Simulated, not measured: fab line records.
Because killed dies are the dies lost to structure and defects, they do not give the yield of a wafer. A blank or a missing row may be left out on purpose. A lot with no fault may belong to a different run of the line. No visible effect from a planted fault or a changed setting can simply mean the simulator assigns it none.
fab line records	flow ritCmos
record lots=14	wafers=42	lastDay=7
route steps=202 shown CONTACT@174
lots with no fault: from the same line, run without faults
startH: the number of hours between the record's first day and the start of the first shown wafer of the lot	waitH: time in hours since the lot's previous step	" identical to the entry in the row above	L1.1+2: several wafers, shown together as one row	- value missing, or start not given	* or withheld: withheld	< > ~ a bound
route shown NAME@n: NAME is a module with steps in the file, n the number in the route of the first one	usual: average and standard deviation across the fault-free wafers	same: alike in all rows	chamber/n: place in a boat	sites: the reading at each site	_std_site: standard deviation across them	_edge_site: the outer-site mean with the inner-site mean subtracted	radiusMm: how far each site lies from the wafer's centre	mask NAME#n: copy n	behind: the tool/chamber that last shaped the wafer	hold: cause of the lot's hold/its duration in hours/its outcome	device: whichever transistor did not switch (one of n, p or np)	end of line: the tests these same wafers got at the end of their route	a step with no rows: only its recipe	killed: the dies lost at the first sort to structure and to defects; this is not the yield of the wafer	map: shows each die of a wafer: x if killed, . if not, _ if none is there
set.NAME: the run value of the setting; set.NAME@STEP: its run value at that earlier step	model.NAME: the simulator's own value behind a step, which no gauge read
route steps across a sampled set of lots; one table per step, one row per wafer
## steps
# step RIT_CONTACT_PEB_06
# recipe resist=NOVOLAK	tempC=withheld	timeS=withheld
# usual chillPlateTempC=*	exhaustPa=44.9/0.91
lot.wafer	tool	chamber	startH	waitH	chillPlateTempC	exhaustPa
L333.2	lithoTrack-04	0	50.48	0.1	*	45.0
L333.4	"	0	"	"	*	44.8
L333.5	"	0	"	"	*	45.5
L334.2	lithoTrack-02	0	55.98	0.1	*	44.3
L334.4	"	0	"	"	*	45.4
L334.5	"	0	"	"	*	43.7
L335.2	lithoTrack-04	0	62.15	0.1	*	45.6
L335.3	"	0	"	"	*	44.3
L335.5	"	0	"	"	*	44.3
L338.1	lithoTrack-04	0	75.54	0.1	*	45.0
L338.2	"	0	"	"	*	45.2
L338.5	"	0	"	"	*	44.9
L339.1	lithoTrack-04	0	82.00	0.1	*	44.7
L339.2	"	0	"	"	*	45.0
L339.3	"	0	"	"	*	44.2
L340.4	lithoTrack-04	0	87.07	0.1	*	45.5
L340.5	"	0	"	"	*	44.9
L340.6	"	0	"	"	*	44.4
L342.1	lithoTrack-03	0	97.75	0.1	*	43.8
L342.2	"	0	"	"	*	43.4
L342.3	"	0	"	"	*	44.4
L347.1	lithoTrack-03	-	127.28	0.1	-	-
L347.2	"	-	"	"	-	-
L347.5	"	-	"	"	-	-
L348.1	lithoTrack-04	-	130.92	0.1	-	-
L348.2	"	-	"	"	-	-
L348.3	"	-	"	"	-	-
L349.1	lithoTrack-02	0	141.11	0.1	*	45.0
L349.3	"	0	"	"	*	45.3
L349.4	"	0	"	"	*	44.7
L353.4	lithoTrack-04	0	158.56	0.1	*	44.1
L353.5	"	0	"	"	*	44.9
L353.6	"	0	"	"	*	45.4
L354.1	lithoTrack-03	0	163.57	0.1	*	45.2
L354.2	"	0	"	"	*	44.3
L354.4	"	0	"	"	*	45.3
L355.2	lithoTrack-04	0	168.20	0.1	*	45.6
L355.3	"	0	"	"	*	43.6
L355.6	"	0	"	"	*	46.6
L356.3	lithoTrack-03	0	172.28	0.1	*	43.8
L356.4	"	0	"	"	*	44.3
L356.5	"	0	"	"	*	43.1
## key
firstSign step=RIT_CONTACT_PEB_06	reading=toolRecord	direction=missing
effect none on later readings
metAt RIT_CONTACT_PEB_06
struckLots L347,L348
sortLeftOut L347.1,L347.2,L347.5,L348.1,L348.2,L348.3
testerLeftOut L347,L348
onsetBetween 97.75 127.28
fault kind=skippedStepWhole	tool=lithoTrack-03,lithoTrack-04	chamber=-	onsetH=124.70	steps=RIT_CONTACT_PEB_06	scope=struckLotsOnly
# testerLeftOut: of these lots the tester's yield and bins aren't shown, on N5 and GAA mostly nor the transistor test; their killed dies are dies lost to structure and defects alone, not to doping, threshold or leakage, so they don't give the yield
# sortLeftOut: the simulated sort isn't trusted on such a fault, so these wafers' sort isn't shown, and their yield isn't known
